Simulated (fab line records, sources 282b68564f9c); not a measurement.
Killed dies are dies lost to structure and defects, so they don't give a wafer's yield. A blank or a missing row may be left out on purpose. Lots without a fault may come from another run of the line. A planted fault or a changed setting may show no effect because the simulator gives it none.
Which tool did it? | flow rit_cmos | 14 lots, 42 wafers sampled, at 2 steps of a route of 202

WHAT THE GAUGES READ, wafer by wafer
RIT_M1_BOW_MEAS_16. Usual: M1_BOW 16 um, standard deviation 6.8.
lot  | measured    | on            | M1_BOW (um) | flag
L179 | day 3 14:37 | film_metro-03 | 14 16 9     |
L180 | day 3 17:20 | film_metro-04 | 12 10 8     |
L182 | day 4 02:31 | film_metro-03 | 23 18 17    |
L183 | day 4 09:06 | film_metro-02 | 12 13 22    |
L184 | day 4 11:06 | film_metro-02 | 15 11 4     |
L185 | day 4 15:26 | film_metro-03 | 23 7 22     |
L186 | day 4 18:56 | film_metro-04 | 19 2 17     |
L188 | day 5 06:00 | film_metro-02 | 14 35 20    |
L194 | day 6 12:59 | film_metro-02 | 15 21 14    |
L195 | day 6 17:55 | film_metro-03 | 16 16 17    |
L197 | day 7 02:38 | film_metro-04 | 15 16 38    |
L198 | day 7 08:55 | film_metro-02 | 16 8 19     |
L200 | day 7 17:46 | film_metro-04 | 18 19 31    |
L201 | day 7 23:49 | film_metro-02 | 10 16 23    |

WHICH TOOL RAN EACH LOT (tool, then ch and the chambers of the sampled wafers, then the start)
lot  | RIT_NLDD_COAT_01
L179 | litho_track-03 ch 0, day 2 22:14
L180 | litho_track-01 ch 0, day 2 22:55
L182 | litho_track-02 ch 0, day 3 09:35
L183 | litho_track-01 ch 0, day 3 16:49
L184 | litho_track-01 ch 0, day 3 18:22
L185 | litho_track-03 ch 0, day 3 23:07
L186 | litho_track-02 ch 0, day 4 03:07
L188 | litho_track-03 ch 0, day 4 13:49
L194 | litho_track-02 ch 0, day 5 20:24
L195 | litho_track-02 ch 0, day 6 00:34
L197 | litho_track-01 ch 0, day 6 10:26
L198 | litho_track-01 ch 0, day 6 15:45
L200 | litho_track-01 ch 0, day 7 01:43
L201 | litho_track-03 ch 0, day 7 07:38
- RIT_NLDD_COAT_01: resist thk 1000 nm.

WHAT THE TOOLS THEMSELVES READ (means of the sampled wafers that have a number; where no wafer has one, the mark that the record gives instead)
RIT_NLDD_COAT_01. Usual: resist_line_temp_C 22.98 C, standard deviation 0.1; spin_speed_rpm 3249.7 rpm, standard deviation 2.5.
lot  | tool           | resist_line_temp_C (C) | spin_speed_rpm (rpm) | flag
L179 | litho_track-03 | 22.93                  | 3249.4               |
L180 | litho_track-01 | 23.06                  | 3250.0               |
L182 | litho_track-02 | 22.85                  | 3249.0               |
L183 | litho_track-01 | 23.07                  | 3250.5               |
L184 | litho_track-01 | 23.02                  | 3251.4               |
L185 | litho_track-03 | 22.94                  | 3250.6               |
L186 | litho_track-02 | 23.01                  | 3253.3               |
L188 | litho_track-03 | 23.02                  | 3252.8               |
L194 | litho_track-02 | 23.02                  | 3195.4               | OFF
L195 | litho_track-02 | 23.06                  | 3195.4               | OFF
L197 | litho_track-01 | 22.89                  | 3248.9               |
L198 | litho_track-01 | 23.00                  | 3250.5               |
L200 | litho_track-01 | 23.01                  | 3249.8               |
L201 | litho_track-03 | 22.89                  | 3247.8               |

THE ANSWER, worked out from the rows above alone
Rule: a lot is off if the mean of its wafers that have a number lies more than 3 standard deviations from the usual mean. A lot without any number at a reading at which 4 lots or more have one is off too. The other lots that the step has rows for count as sound. The gauges are gone through in route order, then the tools' own readings, and for those a lot's mean is taken as printed above. The first step at which some lot is off is used, and at that step the reading that is off furthest; a lot without a number counts as furthest.
Off: L194, L195, at RIT_NLDD_COAT_01 (spin_speed_rpm).
A tool fits if, at that step or a process step before it, it ran every lot that is off, and no sound lot after the first of them. One fits: litho_track-02 at RIT_NLDD_COAT_01. Its last sound lot is L186 (day 4 03:07), its first lot that is off L194 (day 5 20:24): a fault that began between those two fits.
The tool's own readings at RIT_NLDD_COAT_01 bear it out: on the lots that are off they differ by more than 5 times the standard deviation of the sound lots' means. spin_speed_rpm reads 3195.4 rpm there against 3250.3 rpm on the sound lots.

WHAT THE SIMULATOR HAD PUT IN
Process parameter drift: litho_track-02, from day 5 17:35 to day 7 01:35, at RIT_NLDD_COAT_01. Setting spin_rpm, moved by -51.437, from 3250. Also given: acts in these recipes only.
Lots struck among those shown: L194, L195. The rule above found the same.
